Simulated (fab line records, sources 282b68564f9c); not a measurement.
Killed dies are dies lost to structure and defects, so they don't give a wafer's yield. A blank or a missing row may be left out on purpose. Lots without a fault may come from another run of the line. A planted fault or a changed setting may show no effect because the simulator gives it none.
One fault seen from 2 desks | flow rit_cmos | each desk has only its own numbers; what lay behind them comes last

THE TOOL OWNER'S DESK: furnace-01
The tool's own readings at RIT_REOX_OXIDATION_03 (target thk 25.2 nm, ox time 5580 s): means of the sampled wafers that have a number, for each lot that ran on this tool. A lot is out of limits, marked OUT, if its mean lies more than 4 standard deviations from the usual mean; the brackets give that distance.
Columns: A = spike_tc_centre_C at RIT_REOX_OXIDATION_03, usual 902.2 C; B = spike_tc_load_C at RIT_REOX_OXIDATION_03, usual 929 C; C = spike_tc_source_C at RIT_REOX_OXIDATION_03, usual 922 C; D = tube_center_temp_C at RIT_REOX_OXIDATION_03, usual 900 C; E = tube_center_temp_C_max at RIT_REOX_OXIDATION_03, usual 902.3; F = zone_power_load_pct at RIT_REOX_OXIDATION_03, usual 27 %
lot  | first seen here | A                | B              | C              | D                     | E               | F
L468 | day 4 05:43     | 903.8            | 926            | 922            | 900                   | 902.5           | 23
L469 | day 4 13:22     | 903.0            | 926            | 920            | 900                   | 902.2           | 23
L470 | day 4 17:47     | 902.7            | 926            | 921            | 900                   | 902.8           | 23
L471 | day 4 20:35     | 902.6            | 925            | 919            | 900                   | 902.4           | 23
L474 | day 5 21:03     | 903.3            | 926            | 920            | 900                   | 902.2           | 23
L475 | day 5 21:03     | 901.9            | 926            | 920            | 900                   | 902.3           | 23
L476 | day 6 14:53     | 889.2 (-10) OUT  | 912 (-4.8) OUT | 906 (-5.2) OUT | 886 (-99 or more) OUT | 888.7 (-36) OUT | 22
L479 | day 7 08:44     | 889.4 (-9.9) OUT | 912 (-5.0) OUT | 907 (-5.1) OUT | 886 (-99 or more) OUT | 888.6 (-36) OUT | 22
This desk's finding: out of limits on L476, L479; first on L476, day 6 14:53 (spike_tc_centre_C at RIT_REOX_OXIDATION_03). In limits: L468, L469, L470, L471, L474, L475.

THE METROLOGY DESK
What the gauges read, lot by lot, whatever tool the lot ran on: means of the sampled wafers that have a number. A lot is out of limits, marked OUT, if its mean lies more than 4 standard deviations from the usual mean; the brackets give that distance.
Columns: A = REOX_OXIDE_THK at RIT_REOX_THK_MEAS_04, usual 25.3 nm
lot  | first seen here | A
L462 | day 3 04:18     | 25.5
L465 | day 3 17:55     | 23.5
L466 | day 3 22:41     | 26.0
L467 | day 4 05:08     | 24.8
L468 | day 4 08:16     | 25.4
L469 | day 4 15:55     | 26.0
L470 | day 4 20:20     | 25.3
L471 | day 4 23:09     | 25.5
L472 | day 5 07:04     | 24.4
L474 | day 5 23:36     | 25.1
L475 | day 5 23:36     | 24.6
L476 | day 6 17:26     | 22.2 (-5.3) OUT
L477 | day 7 04:01     | 25.8
L479 | day 7 11:17     | 22.8 (-4.4) OUT
This desk's finding: out of limits on L476, L479; first on L476, day 6 17:26 (REOX_OXIDE_THK at RIT_REOX_THK_MEAS_04). In limits: L462, L465, L466, L467, L468, L469, L470, L471, L472, L474, L475, L477.

PUT TOGETHER
The tool owner's desk could have raised an alarm at day 6 14:53, on L476, L479.
The metrology desk could have raised an alarm at day 6 17:26, on L476, L479.
Of the lots named, all ran RIT_REOX_OXIDATION_03 on furnace-01.

WHAT THE SIMULATOR HAD PUT IN
Process parameter drift: furnace-01, from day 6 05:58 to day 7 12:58, at RIT_REOX_OXIDATION_03. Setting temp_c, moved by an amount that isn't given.
Lots struck among those shown: L476, L479.
Hours from the fault's start to each desk's first reading out of limits: the tool owner's desk, 9; the metrology desk, 11.
